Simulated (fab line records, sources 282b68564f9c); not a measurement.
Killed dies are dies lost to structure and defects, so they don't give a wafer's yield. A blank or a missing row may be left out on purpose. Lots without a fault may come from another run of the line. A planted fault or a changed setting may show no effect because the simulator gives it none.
Problem report in the 8D (eight disciplines) form, filled by code | flow rit_cmos | the parts of the form that need people (team, actions taken, sign-off) are left out

1. THE PROBLEM
SPACER_NITRIDE_THK at RIT_SPACER_THK_MEAS_04 reads a mean of 102.3 nm on 6 wafers of 2 lots; wafers without a fault read 250.3 nm with a standard deviation of 2.4. That is -62 standard deviations from the usual mean.
First seen on wafer L463.1, day 6 03:11, on film_metro-04. The record holds 42 wafers of 14 lots with a number at this step. Rule for "out", or "out of limits": more than 4 standard deviations from the usual mean. The other wafers with a number count as sound.

2. WHAT IT IS AND WHAT IT IS NOT
question                    | is                     | is not
which readings at this step | SPACER_NITRIDE_THK     | -
which lots                  | L463, L465             | L450, L451, L452, L453, L455, L456, L457, L458, L460, L461, L470, L471
which wafers of those lots  | all that have a number | -
read on which gauges        | film_metro-04          | film_metro-01, film_metro-03
when                        | from day 6 03:11       | up to then (30 sound wafers); but 6 sound wafers of L470, L471 came after

3. SUSPECTS, AND WHAT RULES EACH OUT
Counting: a tool at a process step up to the reading stays a suspect if it ran every lot that is out and no sound lot after the first of them.
- the gauge at RIT_SPACER_THK_MEAS_04: ruled out. All the wafers that are out were read on film_metro-04, but those of them that RIT_SPACER_ETCHBACK_05 has rows for are out there too, on other tools.
- lpcvd-01 at RIT_SPACER_CVD_03 (deposits Si3N4 from SiH2Cl2/NH3, target thk 250 nm, time 3300 s): kept. It ran every lot that is out, first L463 (day 6 01:16), and no sound lot after that; its last sound lot up to then is L461 (day 5 17:50).
Left after counting: lpcvd-01 at RIT_SPACER_CVD_03.

4. THE CAUSE (what the simulator had put in)
Process parameter drift: lpcvd-01, from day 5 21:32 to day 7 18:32, at RIT_SPACER_CVD_03. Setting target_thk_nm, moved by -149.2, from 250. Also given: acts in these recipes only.
Counting left only this tool.

5. THE CHAIN OF EFFECTS, in route order
Each row: a reading whose mean over the struck wafers that have a number lies more than 3 standard deviations from the usual. Only readings for which the record gives a usual standard deviation are gone through. hours: the time from each lot's start at the first step in this table that gives one to its start at this step, as a median over the lots. sigmas: the change in usual standard deviations.
hours | step                   | reading            | usual      | on struck wafers | change | sigmas
0     | RIT_SPACER_THK_MEAS_04 | SPACER_NITRIDE_THK | 250.3 nm   | 102.3            | -148.0 | -62
0     | RIT_SPACER_ETCHBACK_05 | oes_product_au     | 0.840 a.u. | 0.484            | -0.355 | -24
12    | RIT_M1_BOW_MEAS_16     | M1_BOW             | 16 um      | -4               | -20    | -3.2
The process steps in it:
- RIT_SPACER_ETCHBACK_05: etches Si3N4 in SF6/CHF3, stops on SiO2, target depth 250 nm, time 240 s.

6. WHAT WOULD HAVE CAUGHT IT SOONER
In this record the first reading out of limits at a measuring or inspecting step was taken at day 6 03:11, 6 hours after the fault began at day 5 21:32.
Of the tool readings at RIT_SPACER_CVD_03 for which the record gives a usual standard deviation, none was out on any struck wafer, so an alarm limit of 4 standard deviations on them would not have fired.
Of the lots that are out (2), L465 began RIT_SPACER_CVD_03 on lpcvd-01 after day 6 03:11. A hold on the tool at that time would have spared it.
